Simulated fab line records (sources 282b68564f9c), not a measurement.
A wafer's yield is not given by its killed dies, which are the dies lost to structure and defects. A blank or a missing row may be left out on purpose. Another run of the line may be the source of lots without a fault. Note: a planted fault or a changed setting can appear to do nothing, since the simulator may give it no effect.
The tool behind it: which one? -- flow rit cmos -- at 1 step of a route of 202, 7 lots with 21 wafers sampled

WHAT EACH GAUGE READ, for each wafer
RIT_NRETRO_TW_MEAS_10.
lot,measured,on,NRETRO_TW
L741,day 2 11:46,film metro-02,1034 1038 1037
L743,day 2 21:52,film metro-02,1040 1039 1042
L746,day 3 13:41,film metro-01,1053 1054 1050
L748,day 4 01:55,film metro-03,1056 1053 1054
L755,day 5 16:29,film metro-03,1066 1068 1063
L758,day 6 01:27,film metro-02,1038 1030 1040
L761,day 6 20:05,film metro-03,1054 1053 1058

WHAT TOOL EACH LOT RAN ON (gives the tool, then ch and the chambers of the sampled wafers, and finally the start)
Record: no process step prior to these readings.

THE ANSWER, worked out from the rows above alone
Rule: the lots themselves supply what counts as usual. The widest of any qualifying gaps counts: lots, ordered by their means at a reading, are off when they make up no more than a third of the lots, leave a main group of 4 or more, and stand apart from it by 3 or more times the standard deviation of that group's means. The tables above print the reading to a certain number of digits; a main group whose means all agree to those digits is not used. A lot without any number at a reading at which 4 lots or more have one is off too. All remaining lots with rows at the step are treated as sound.
Across all readings shown, no lot is off: no conclusion can be drawn from this.

WHAT THE SIMULATOR PUT IN
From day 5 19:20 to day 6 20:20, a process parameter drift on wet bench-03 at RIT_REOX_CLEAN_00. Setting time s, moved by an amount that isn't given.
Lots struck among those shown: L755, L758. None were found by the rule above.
